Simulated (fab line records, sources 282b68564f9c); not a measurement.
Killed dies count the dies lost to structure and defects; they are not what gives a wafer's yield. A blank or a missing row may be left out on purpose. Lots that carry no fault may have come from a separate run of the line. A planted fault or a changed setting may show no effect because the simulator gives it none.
fab line records -- flow ritCmos
record lots=6, wafers=18, lastDay=7
route steps=202 shown PRETRO@69 GATE@75 FOX2@80 M1@202
lots that met no fault: from a run of the same line without faults
startH: start of the lot's first displayed wafer, in hours after the record's first day -- waitH: hours since the lot's step before -- " unchanged from the row above -- L1.1+2: a single row standing in for several wafers -- - no value present, or no start provided -- * or withheld: withheld -- < > ~ a bound
route shown NAME@n: NAME is a module with steps in the file, n the number in the route of the first one -- usual: mean/standard deviation of fault-free wafers -- same: alike in all rows -- chamber/n: place in a boat -- sites: the reading at each site -- _std_site: their standard deviation -- _edge_site: inner sites' mean taken away from outer sites' mean -- radiusMm: for every site, how far away it sits from the centre of the wafer -- mask NAME#n: copy n -- behind: the most recent tool/chamber to have shaped the wafer -- hold: cause of the lot's hold/its duration in hours/its outcome -- device: names the non-switching transistor (n, p or np) -- end of line: tests run on the same wafers once the route is complete -- a step given without rows: its recipe and nothing more -- killed: dies that structure and defects cost at the first sort, which is not the same as the wafer's yield -- map: dies across one wafer; x = killed, . = not, _ = none there
set.NAME: the setting as run; set.NAME@STEP: as run at that earlier step -- model.NAME: the simulator's own value behind a step, which no gauge read
certain route steps with their lots: each step a table, each wafer a row
services: from which hour (startH, from the record's first day; less than 0 if before it) a tool's chamber was out of use, for how many hours, and why
## steps
# step RIT_PRETRO_DEVELOP_05
# recipe resist=NOVOLAK, developTimeS=68, devTempC=23
# step RIT_PRETRO_OVL_MEAS_06
# usual PRETRO_OVL=1.1/1.1
lot.wafer,tool,chamber,startH,waitH,PRETRO_OVL[nm]
L473.2,overlay-02,-,41.34,-,0.8
L473.4,overlay-02,-,41.34,-,0.2
L473.6,overlay-02,-,41.34,-,0.8
L474.2,overlay-01,-,45.57,-,0.8
L474.3,overlay-01,-,45.57,-,1.8
L474.4,overlay-01,-,45.57,-,1.6
L476.1,overlay-01,-,55.54,-,-0.7
L476.5,overlay-01,-,55.54,-,0.6
L476.6,overlay-01,-,55.54,-,2.8
L484.1,overlay-01,-,96.10,-,2.8
L484.2,overlay-01,-,96.10,-,0.7
L484.3,overlay-01,-,96.10,-,1.9
L485.4,overlay-02,-,101.12,-,0.9
L485.5,overlay-02,-,101.12,-,-0.3
L485.6,overlay-02,-,101.12,-,0.5
L493.2,overlay-02,-,141.46,-,0.3
L493.3,overlay-02,-,141.46,-,1.0
L493.5,overlay-02,-,141.46,-,3.8
# step RIT_PRETRO_HARDBAKE_07
# recipe resist=NOVOLAK, tempC=140, timeS=120
# step RIT_PRETRO_IMPLANT_08
# recipe species=B, energyKev=45, doseCm2=1.2e+13, tiltDeg=7
# step RIT_PRETRO_STRIP_09
# recipe chemistry=O2, timeS=180, resist=NOVOLAK, platenTempC=withheld, powerW=500, pressureMtorr=4000, o2FlowSccm=4000
# usual o2FlowSccm=4001/13
# same drypumpMotorCurrentA=5.2, timeS=180
lot.wafer,tool,chamber,startH,waitH,o2FlowSccm,rfHoursCounterH
L473.2,plasmaAsher-01,1,41.77,0.1,4008,16
L473.4,plasmaAsher-01,0,41.77,0.1,3998,-
L473.6,plasmaAsher-01,0,41.77,0.1,4016,-
L474.2,plasmaAsher-01,1,46.00,0.1,4004,17
L474.3,plasmaAsher-01,1,46.00,0.1,4001,-
L474.4,plasmaAsher-01,0,46.00,0.1,3999,-
L476.1,plasmaAsher-01,0,55.98,0.1,4020,18
L476.5,plasmaAsher-01,0,55.98,0.1,4012,-
L476.6,plasmaAsher-01,1,55.98,0.1,3993,-
L484.1,plasmaAsher-01,0,96.54,0.1,4015,22
L484.2,plasmaAsher-01,1,96.54,0.1,3969,22
L484.3,plasmaAsher-01,1,96.54,0.1,3994,-
L485.4,plasmaAsher-01,0,101.60,0.1,3993,-
L485.5,plasmaAsher-01,1,101.60,0.1,3986,-
L485.6,plasmaAsher-01,0,101.60,0.1,3981,-
L493.2,plasmaAsher-01,0,141.89,0.1,4004,27
L493.3,plasmaAsher-01,0,141.89,0.1,3994,-
L493.5,plasmaAsher-01,0,141.89,0.1,4003,-
# step RIT_PRETRO_TW_MEAS_10
# usual PRETRO_TW=479/7.2
lot.wafer,tool,chamber,startH,waitH,PRETRO_TW
L473.2,filmMetro-02,-,41.95,0.1,486
L473.4,filmMetro-02,-,41.95,0.1,485
L473.6,filmMetro-02,-,41.95,0.1,487
L474.2,filmMetro-01,-,46.18,0.1,478
L474.3,filmMetro-01,-,46.18,0.1,480
L474.4,filmMetro-01,-,46.18,0.1,477
L476.1,filmMetro-04,-,56.15,0.1,474
L476.5,filmMetro-04,-,56.15,0.1,476
L476.6,filmMetro-04,-,56.15,0.1,474
L484.1,filmMetro-02,-,96.71,0.1,489
L484.2,filmMetro-02,-,96.71,0.1,486
L484.3,filmMetro-02,-,96.71,0.1,487
L485.4,filmMetro-04,-,101.75,0.1,468
L485.5,filmMetro-04,-,101.75,0.1,471
L485.6,filmMetro-04,-,101.75,0.1,468
L493.2,filmMetro-02,-,142.07,0.1,488
L493.3,filmMetro-02,-,142.07,0.1,488
L493.5,filmMetro-02,-,142.07,0.1,491
# step RIT_GATE_WET_ETCH_00
# recipe chemistry=BOE, target=SiO2, targetDepthNm=56, timeS=60, dry=n2Spin, dilution=10:1, tempC=21.5
# step RIT_GATE_CLEAN_01
# recipe chemistry=SC1, mix=3:3:50, timeS=600, tempC=75
# step RIT_GATE_CLEAN_02
# recipe chemistry=dHF, dilution=50:1, timeS=30
# step RIT_GATE_CLEAN_03
# recipe chemistry=SC2, mix=3:3:50, timeS=600, tempC=75, dry=n2Spin
# step RIT_GATE_CLEAN_04
# recipe chemistry=dHF, dilution=50:1, timeS=60, dry=n2Spin
# step RIT_FOX2_THK_MEAS_91
# recipe reads=SiO2_of_FOX2_OXIDATION_00
# usual FIELD_OXIDE_LEFT_2_THK=259/6.2
lot.wafer,tool,chamber,startH,waitH,FIELD_OXIDE_LEFT_2_THK[nm]
L473.2,filmMetro-02,-,42.43,0.0,255
L473.4,filmMetro-02,-,42.43,0.0,257
L473.6,filmMetro-02,-,42.43,0.0,255
L474.2,filmMetro-01,-,46.66,0.0,259
L474.3,filmMetro-01,-,46.66,0.0,259
L474.4,filmMetro-01,-,46.66,0.0,262
L476.1,filmMetro-02,-,56.63,0.0,269
L476.5,filmMetro-02,-,56.63,0.0,267
L476.6,filmMetro-02,-,56.63,0.0,270
L484.1,filmMetro-03,-,97.22,0.0,260
L484.2,filmMetro-03,-,97.22,0.0,256
L484.3,filmMetro-03,-,97.22,0.0,264
L485.4,filmMetro-02,-,102.24,0.0,252
L485.5,filmMetro-02,-,102.24,0.0,255
L485.6,filmMetro-02,-,102.24,0.0,264
L493.2,filmMetro-02,-,142.58,0.0,257
L493.3,filmMetro-02,-,142.58,0.0,256
L493.5,filmMetro-02,-,142.58,0.0,258
# step RIT_GATE_OXIDATION_05
# recipe tempC=900, ambient=O2, targetThkA=30, oxTimeS=270
# usual spikeTcCentreC=902.4/1, spikeTcLoadC=925.3/1.3, spikeTcSourceC=923.3/1.1, tubeCenterTempC=900/0.089, tube_center_temp_C_max=902.4/0.41
lot.wafer,tool,chamber,startH,waitH,spikeTcCentreC,spikeTcLoadC,spikeTcSourceC,tubeCenterTempC,tube_center_temp_C_max,model.SiO2_of_GATE_OXIDATION_05.thkNm
L473.2,furnace-04,0,42.48,0.0,901.8,925.3,923.5,900.1,902.3,3.001
L473.4,furnace-04,0,42.48,0.0,903.4,924.1,924.5,900.04,903.4,2.978
L473.6,furnace-04,0,42.48,0.0,902.0,925.4,922.1,900.03,902.7,2.954
L474.2,furnace-04,0,46.71,0.0,887.2,910.3,908.7,885.99,887.9,2.478
L474.3,furnace-04,0,46.71,0.0,886.5,910.8,908.7,885.94,887.8,2.511
L474.4,furnace-04,0,46.71,0.0,887.5,909.1,908.0,885.97,887.8,2.519
L476.1,furnace-04,0,56.69,0.1,888.3,908.8,910.9,885.87,888.9,2.551
L476.5,furnace-04,0,56.69,0.1,887.7,910.0,908.4,886.02,888.5,2.587
L476.6,furnace-04,0,56.69,0.1,888.3,910.0,909.8,886.03,888.7,2.58
L484.1,furnace-02,0,97.28,0.1,902.7,925.7,922.7,899.92,902.0,3.106
L484.2,furnace-02,0,97.28,0.1,902.7,925.9,922.7,900.04,903.1,3.008
L484.3,furnace-02,0,97.28,0.1,902.4,926.0,922.4,899.99,902.3,3.058
L485.4,furnace-02,0,102.27,0.0,900.8,924.7,921.8,900.03,902.2,3.014
L485.5,furnace-02,0,102.27,0.0,901.9,927.5,921.4,899.88,902.3,3.043
L485.6,furnace-02,0,102.27,0.0,903.2,925.8,922.6,899.96,902.3,3.014
L493.2,furnace-03,0,142.63,0.0,902.5,926.9,924.5,899.89,902.5,3.017
L493.3,furnace-03,0,142.63,0.0,901.9,926.2,923.2,899.86,902.2,3.065
L493.5,furnace-03,0,142.63,0.0,903.0,924.8,923.7,900.05,903.1,3.025
# step RIT_GATE_ANNEAL_06
# recipe tempC=900, timeS=600, ambient=N2O
# step RIT_GATE_THK_MEAS_07
# recipe reads=SiO2_of_GATE_OXIDATION_05
# usual GATE_OXIDE_THK=3.04/0.062
lot.wafer,tool,chamber,startH,waitH,GATE_OXIDE_THK[nm]
L473.2,filmMetro-02,-,43.82,0.0,3.04
L473.4,filmMetro-02,-,43.82,0.0,2.99
L473.6,filmMetro-02,-,43.82,0.0,2.96
L474.2,filmMetro-02,-,49.19,0.0,2.47
L474.3,filmMetro-02,-,49.19,0.0,2.50
L474.4,filmMetro-02,-,49.19,0.0,2.53
L476.1,filmMetro-03,-,58.62,0.0,2.63
L476.5,filmMetro-03,-,58.62,0.0,2.60
L476.6,filmMetro-03,-,58.62,0.0,2.59
L484.1,filmMetro-02,-,98.61,0.0,3.15
L484.2,filmMetro-02,-,98.61,0.0,2.98
L484.3,filmMetro-02,-,98.61,0.0,3.12
L485.4,filmMetro-02,-,103.63,0.0,3.02
L485.5,filmMetro-02,-,103.63,0.0,2.98
L485.6,filmMetro-02,-,103.63,0.0,2.92
L493.2,filmMetro-02,-,143.97,0.0,3.05
L493.3,filmMetro-02,-,143.97,0.0,3.08
L493.5,filmMetro-02,-,143.97,0.0,3.03
# step RIT_GATE_CVD_08
# recipe material=poly-Si, targetThkNm=250, tempC=610, precursor=SiH4, timeS=2220, pressureMtorr=300, sih4FlowSccm=100
# step RIT_M1_PROBE_99
# usual killedAtFrontEnd=7.5/2.8, killedDies=7.6/2.8, killedOpen=3.9/2.1, killedShort=3.7/1.7
# same grossDies=264, killed_at_M0_to_M3=0, killed_at_M4_up=0, killedAtBackSide=0, killedAtContacts=0, killedAtOther=0
lot.wafer,tool,chamber,startH,waitH,killedAtFrontEnd,killedDies,killedOpen,killedShort,model.etest.pmos_0p3.rOnOhmUm,model.etest.pmosTurned.rOnOhmUm,model.etest.pmos_0p15.rOnOhmUm,model.etest.nmos_0p3.rOnOhmUm,model.etest.nmos_0p15.driveUaUm,model.etest.nmos_0p15.rOnOhmUm,model.etest.nmosNarrow.driveUaUm,model.etest.nmos_0p3.driveUaUm
L473.2,prober-01,-,66.66,0.1,14,14,8,6,6410,3750,2952,2253,434.8,1222,225.1,218.9
L473.4,prober-01,-,66.76,0.2,4,4,1,3,6456,3786,2990,2259,434.4,1241,222.2,220.8
L473.6,prober-01,-,66.86,0.2,10,10,6,4,6380,3639,2923,2224,445,1226,226.8,224.5
L474.2,prober-02,-,73.63,0.1,8,8,4,4,5319,3094,2479,1946,535,1078,272.7,276.9
L474.3,prober-02,-,73.68,0.2,8,8,3,5,5356,3119,2519,1971,520,1106,276,276.2
L474.4,prober-02,-,73.73,0.2,10,10,4,6,5458,3139,2529,1970,518.7,1100,274.6,273.5
L476.1,prober-02,-,81.52,0.1,9,9,6,3,5642,3381,2686,1990,516.7,1091,266.8,268.6
L476.5,prober-02,-,81.72,0.2,10,10,6,4,5577,3211,2523,1935,536.2,1008,262.7,263.8
L476.6,prober-02,-,81.77,0.2,6,6,3,3,5531,3168,2540,1933,535.1,1018,261.5,267.7
L484.1,prober-02,-,121.46,0.1,8,8,5,3,6694,3780,3028,2200,449.3,1175,219.8,217.4
L484.2,prober-02,-,121.51,0.1,7,7,2,3,6400,3659,2955,2148,453.1,1162,227.4,224.1
L484.3,prober-02,-,121.56,0.2,4,4,2,2,6500,3719,2987,2165,444.6,1152,223.3,220.8
L485.4,prober-01,-,128.59,0.2,7,7,3,4,6356,3581,2879,2228,437,1213,227.3,220.2
L485.5,prober-01,-,128.64,0.2,7,7,3,4,6324,3549,2865,2196,434.1,1178,221.7,216.5
L485.6,prober-01,-,128.69,0.2,9,9,3,5,6458,3627,2954,2238,436.2,1230,220.3,218.2
L493.2,prober-01,-,169.53,0.1,12,12,6,5,6250,3323,2664,2157,494.5,1090,224.1,225.8
L493.3,prober-01,-,169.58,0.2,3,3,2,1,6366,3407,2694,2161,489,1092,221.1,220.8
L493.5,prober-01,-,169.68,0.2,11,11,6,5,6208,3373,2642,2164,489,1091,222.3,224.2
# killed by level:class
L473.2 SILICIDE:geometricParticle:open=3 FOX1:geometricParticle:open=2 FOX1:geometricParticle:short=2 GATE:geometricParticle:short=2 REOX:geometricParticle:open=2 REOX:geometricParticle:short=2 SPACER:geometricParticle:open=1
L473.4 FOX1:geometricParticle:open=1 FOX2:geometricParticle:short=1 REOX:geometricParticle:short=1 SILICIDE:geometricParticle:short=1
L473.6 FOX1:geometricParticle:short=3 FOX1:geometricParticle:open=2 SILICIDE:geometricParticle:open=2 FOX2:geometricParticle:short=1 FOX2:geometricParticle:open=1 REOX:geometricParticle:open=1
L474.2 REOX:geometricParticle:open=2 FOX2:geometricParticle:open=1 FOX2:geometricParticle:short=1 GATE:geometricParticle:short=1 GATE:geometricParticle:open=1 REOX:geometricParticle:short=1 SILICIDE:geometricParticle:short=1
L474.3 GATE:geometricParticle:short=2 REOX:geometricParticle:short=2 FOX1:geometricParticle:open=1 FOX2:geometricParticle:short=1 GATE:geometricParticle:open=1 REOX:geometricParticle:open=1
L474.4 GATE:geometricParticle:open=3 SILICIDE:geometricParticle:short=3 GATE:geometricParticle:short=2 FOX1:geometricParticle:open=1 FOX1:geometricParticle:short=1
L476.1 SILICIDE:geometricParticle:open=3 GATE:geometricParticle:open=2 FOX1:geometricParticle:open=1 GATE:geometricParticle:short=1 REOX:geometricParticle:short=1 SPACER:geometricParticle:short=1
L476.5 GATE:geometricParticle:open=3 SPACER:geometricParticle:short=2 SPACER:geometricParticle:open=2 FOX1:geometricParticle:short=1 GATE:geometricParticle:short=1 REOX:geometricParticle:open=1
L476.6 GATE:geometricParticle:open=2 GATE:geometricParticle:short=1 SPACER:geometricParticle:short=1 SILICIDE:geometricParticle:short=1 SILICIDE:geometricParticle:open=1
L484.1 SPACER:geometricParticle:open=3 GATE:geometricParticle:short=2 GATE:geometricParticle:open=1 SPACER:geometricParticle:short=1 SILICIDE:geometricParticle:open=1
L484.2 PLDD:coatMicrobubblePrinted=2 GATE:geometricParticle:short=1 SPACER:geometricParticle:open=1 SPACER:geometricParticle:short=1 SILICIDE:geometricParticle:short=1 SILICIDE:geometricParticle:open=1
L484.3 SPACER:geometricParticle:open=2 SPACER:geometricParticle:short=2
L485.4 GATE:geometricParticle:short=2 REOX:geometricParticle:short=2 FOX1:geometricParticle:open=1 GATE:geometricParticle:open=1 SILICIDE:geometricParticle:open=1
L485.5 FOX1:geometricParticle:short=2 GATE:geometricParticle:short=2 GATE:geometricParticle:open=2 SPACER:geometricParticle:open=1
L485.6 GATE:geometricParticle:open=2 SILICIDE:geometricParticle:short=2 GATE:geometricParticle:short=1 REOX:geometricParticle:short=1 SPACER:geometricParticle:short=1 SILICIDE:geometricParticle:open=1 NLDD:coatMicrobubblePrinted=1
L493.2 FOX1:geometricParticle:open=2 GATE:geometricParticle:open=2 SPACER:geometricParticle:short=2 FOX1:geometricParticle:short=1 FOX2:geometricParticle:short=1 REOX:geometricParticle:short=1 SPACER:geometricParticle:open=1 SILICIDE:geometricParticle:open=1
L493.3 FOX1:geometricParticle:short=1 FOX1:geometricParticle:open=1 SPACER:geometricParticle:open=1
L493.5 FOX1:geometricParticle:open=2 GATE:geometricParticle:open=2 GATE:geometricParticle:short=2 FOX1:geometricParticle:short=1 FOX2:geometricParticle:short=1 REOX:geometricParticle:short=1 SPACER:geometricParticle:open=1 SILICIDE:geometricParticle:open=1
## services
tool,chamber,startH,hours,kind
furnace-03,-,23.36,2.7,pm
furnace-04,-,53.00,3.2,pm
furnace-02,-,107.05,2.6,pm
plasmaAsher-01,-,137.26,4.1,repair
## key
firstSign step=RIT_GATE_OXIDATION_05, reading=tubeCenterTempC, direction=down, sigmas=99+, usual=*, struck=*
effect step=RIT_GATE_OXIDATION_05, reading=tube_center_temp_C_max, direction=down, sigmas=34, usual=*, struck=*
effect step=RIT_GATE_THK_MEAS_07, reading=GATE_OXIDE_THK, direction=down, sigmas=7.8, usual=3.04, struck=2.55
modelEffect step=RIT_GATE_OXIDATION_05, value=SiO2_of_GATE_OXIDATION_05.thkNm, without=3.022, struck=2.538
modelEffect step=RIT_M1_PROBE_99, value=etest.pmos_0p3.rOnOhmUm, without=6278, struck=5480
metAt RIT_GATE_OXIDATION_05
struckWafers L474.2,L474.3,L474.4,L476.1,L476.5,L476.6
testerLeftOut L474,L476
onsetBetween 42.48 46.71
fault kind=processParameterDrift, tool=furnace-04, chamber=-, onsetH=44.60, steps=RIT_GATE_OXIDATION_05, channel=tempC, offset=*, shape=step, endH=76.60, actsIn=*, stated=*
# testerLeftOut: of these lots the tester's yield and bins aren't shown, on N5 and GAA mostly nor the transistor test; their killed dies are dies lost to structure and defects alone, not to doping, threshold or leakage, so they don't give the yield
